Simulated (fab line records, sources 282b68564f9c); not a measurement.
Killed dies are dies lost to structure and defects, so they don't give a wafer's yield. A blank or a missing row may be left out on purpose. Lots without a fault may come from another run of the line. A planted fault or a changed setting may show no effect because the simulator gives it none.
Which tool did it? | flow rit_cmos | 16 lots, 48 wafers sampled, at 5 steps of a route of 202

WHAT THE GAUGES READ, wafer by wafer
RIT_ACTIVE_BOW_MEAS_00.
lot  | measured    | on            | INCOMING_BOW (um)
L934 | day 1 10:01 | film_metro-01 | -3 3 -3
L935 | day 1 15:02 | film_metro-02 | 1 6 -5
L936 | day 1 20:00 | film_metro-02 | -3 6 3
L937 | day 2 01:00 | film_metro-02 | 4 0 -10
L938 | day 2 06:01 | film_metro-02 | 15 7 -2
L940 | day 2 16:00 | film_metro-01 | -4 2 -9
L941 | day 2 21:02 | film_metro-01 | -2 10 0
L942 | day 3 02:01 | film_metro-01 | 3 -1 -8
L944 | day 3 12:02 | film_metro-01 | 1 3 1
L945 | day 3 17:00 | film_metro-01 | -5 1 -8
L946 | day 3 22:01 | film_metro-01 | -8 0 -6
L951 | day 4 23:00 | film_metro-02 | -1 -5 -4
L952 | day 5 04:00 | film_metro-01 | 4 4 -10
L953 | day 5 09:00 | film_metro-02 | -12 -1 -8
L954 | day 5 14:02 | film_metro-01 | 2 6 3
L957 | day 6 05:01 | film_metro-02 | -4 -9 7

RIT_PRETRO_OVL_MEAS_06.
lot  | measured    | on         | PRETRO_OVL (nm)
L934 | day 2 06:56 | overlay-02 | -0.4 -0.6 0.0
L935 | day 2 11:24 | overlay-01 | -1.6 -0.1 -0.7
L936 | day 2 17:23 | overlay-02 | 0.9 -0.6 0.3
L937 | day 2 22:20 | overlay-01 | 0.2 -0.7 -0.4
L938 | day 3 03:11 | overlay-02 | -0.6 1.4 0.9
L940 | day 3 12:26 | overlay-02 | 242.3 240.4 241.6
L941 | day 3 18:11 | overlay-02 | 1.4 -2.2 0.8
L942 | day 3 23:08 | overlay-02 | 236.7 237.7 237.2
L944 | day 4 09:16 | overlay-02 | 240.8 241.7 240.4
L945 | day 4 14:01 | overlay-02 | 241.6 242.3 241.0
L946 | day 4 19:23 | overlay-02 | -1.2 -0.4 -1.0
L951 | day 5 19:54 | overlay-01 | -0.8 -0.3 0.1
L952 | day 6 00:52 | overlay-01 | 1.5 1.2 -0.4
L953 | day 6 08:22 | overlay-02 | -2.7 -0.3 -0.9
L954 | day 6 13:37 | overlay-01 | 1.4 -0.6 1.0
L957 | day 7 04:02 | overlay-02 | -1.6 -0.5 -0.7

RIT_M1_OVL_MEAS_10.
lot  | measured    | on         | M1_OVL (nm)
L934 | day 3 05:49 | overlay-01 | 1.0 0.5 1.2
L935 | day 3 10:42 | overlay-01 | -0.8 -1.3 0.3
L936 | day 3 17:08 | overlay-02 | 1.0 3.3 2.1
L937 | day 3 22:11 | overlay-01 | -1.5 0.8 1.3
L938 | day 4 03:45 | overlay-01 | -0.5 -0.9 1.1
L940 | day 4 11:35 | overlay-01 | 2.2 2.7 2.5
L941 | day 4 18:01 | overlay-01 | 1.6 1.9 0.4
L942 | day 4 23:13 | overlay-02 | -1.4 0.8 -0.3
L944 | day 5 08:13 | overlay-01 | 0.8 0.9 0.7
L945 | day 5 13:05 | overlay-02 | -1.5 -1.0 -0.3
L946 | day 5 19:05 | overlay-02 | 0.1 -0.4 0.9
L951 | day 6 19:52 | overlay-02 | -3.3 -3.2 -2.8
L952 | day 7 02:39 | overlay-02 | 0.7 -0.5 0.0
L953 | day 7 11:04 | overlay-02 | 3.1 0.6 -0.1
L954 | day 7 16:34 | overlay-01 | -1.7 -0.8 0.6
L957 | day 8 03:47 | overlay-02 | 1.5 0.5 2.5

WHICH TOOL RAN EACH LOT (tool, then ch and the chambers of the sampled wafers, then the start)
lot  | RIT_PRETRO_EXPOSE_03               | RIT_SDANNEAL_RTA_03
L934 | iline_stepper-02 ch 0, day 2 06:31 | rtp_anneal-01 ch 0, day 3 00:44
L935 | iline_stepper-02 ch 0, day 2 11:00 | rtp_anneal-02 ch 0, day 3 05:49
L936 | iline_stepper-02 ch 0, day 2 16:54 | rtp_anneal-01 ch 0, day 3 12:15
L937 | iline_stepper-01 ch 0, day 2 21:53 | rtp_anneal-02 ch 0, day 3 17:10
L938 | iline_stepper-01 ch 0, day 3 02:46 | rtp_anneal-01 ch 0, day 3 22:55
L940 | iline_stepper-01 ch 0, day 3 12:00 | rtp_anneal-01 ch 0, day 4 06:41
L941 | iline_stepper-02 ch 0, day 3 17:47 | rtp_anneal-02 ch 0, day 4 13:08
L942 | iline_stepper-01 ch 0, day 3 22:43 | rtp_anneal-01 ch 0, day 4 18:17
L944 | iline_stepper-01 ch 0, day 4 08:52 | rtp_anneal-01 ch 0, day 5 03:25
L945 | iline_stepper-01 ch 0, day 4 13:35 | rtp_anneal-02 ch 0, day 5 08:12
L946 | iline_stepper-02 ch 0, day 4 18:58 | rtp_anneal-01 ch 0, day 5 14:07
L951 | iline_stepper-02 ch 0, day 5 19:28 | rtp_anneal-02 ch 0, day 6 14:52
L952 | iline_stepper-02 ch 0, day 6 00:26 | rtp_anneal-01 ch 0, day 6 21:25
L953 | iline_stepper-02 ch 0, day 6 07:56 | rtp_anneal-02 ch 0, day 7 06:16
L954 | iline_stepper-02 ch 0, day 6 13:13 | rtp_anneal-01 ch 0, day 7 11:35
L957 | iline_stepper-02 ch 0, day 7 03:37 | rtp_anneal-01 ch 0, day 7 23:02
- RIT_PRETRO_EXPOSE_03: exposes mask M5, target cd 43700 nm.
- RIT_SDANNEAL_RTA_03: time 5 s.

WHAT THE TOOLS THEMSELVES READ (means of the sampled wafers that have a number; where no wafer has one, the mark that the record gives instead)
RIT_SDANNEAL_RTA_03.
lot  | tool          | anneal_temp_c_max | wafer_temp_C_max
L934 | rtp_anneal-01 | 1053.6            | 1052.0
L935 | rtp_anneal-02 | 1054.7            | 1054.2
L936 | rtp_anneal-01 | 1053.9            | 1053.5
L937 | rtp_anneal-02 | 1055.0            | 1053.5
L938 | rtp_anneal-01 | 1054.1            | 1053.9
L940 | rtp_anneal-01 | 1053.8            | 1054.1
L941 | rtp_anneal-02 | 1054.1            | 1053.9
L942 | rtp_anneal-01 | 1054.0            | 1053.2
L944 | rtp_anneal-01 | 1053.0            | 1055.2
L945 | rtp_anneal-02 | 1054.8            | 1055.0
L946 | rtp_anneal-01 | 1052.8            | 1054.4
L951 | rtp_anneal-02 | 1054.9            | 1053.5
L952 | rtp_anneal-01 | 1054.4            | 1052.8
L953 | rtp_anneal-02 | 1055.2            | 1054.1
L954 | rtp_anneal-01 | 1054.0            | 1053.6
L957 | rtp_anneal-01 | 1052.9            | 1053.6

THE ANSWER, worked out from the rows above alone
Rule: what is usual is taken from the lots themselves. Put in order of their means at a reading, lots are off if they are a third of the lots or fewer, leave a main group of 4 or more, and stand apart from it by a gap of 3 or more times the standard deviation of the main group's means; of several such gaps the widest counts. A main group whose means are all the same, to the digits that the tables above print for the reading, isn't used. A lot without any number at a reading at which 4 lots or more have one is off too. The other lots that the step has rows for count as sound. The gauges are gone through in route order, then the tools' own readings, and for those a lot's mean is taken as printed above. The first step at which some lot is off is used, and at that step the reading that is off furthest; a lot without a number counts as furthest.
Off: L940, L942, L944, L945, at RIT_PRETRO_OVL_MEAS_06 (PRETRO_OVL). The main group: mean -0.2 nm, standard deviation 0.64.
A tool fits if, at a process step before that reading, it ran every lot that is off, and no sound lot after the first of them. The gauges at RIT_PRETRO_OVL_MEAS_06 are tried like those tools. One fits: iline_stepper-01 at RIT_PRETRO_EXPOSE_03. Its last sound lot is L938 (day 3 02:46), its first lot that is off L940 (day 3 12:00): a fault that began between those two fits.

WHAT THE SIMULATOR HAD PUT IN
Scanner matching overlay: iline_stepper-01, from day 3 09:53 on, at RIT_PRETRO_EXPOSE_03. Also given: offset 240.
Lots struck among those shown: L940, L942, L944, L945. The rule above found the same.
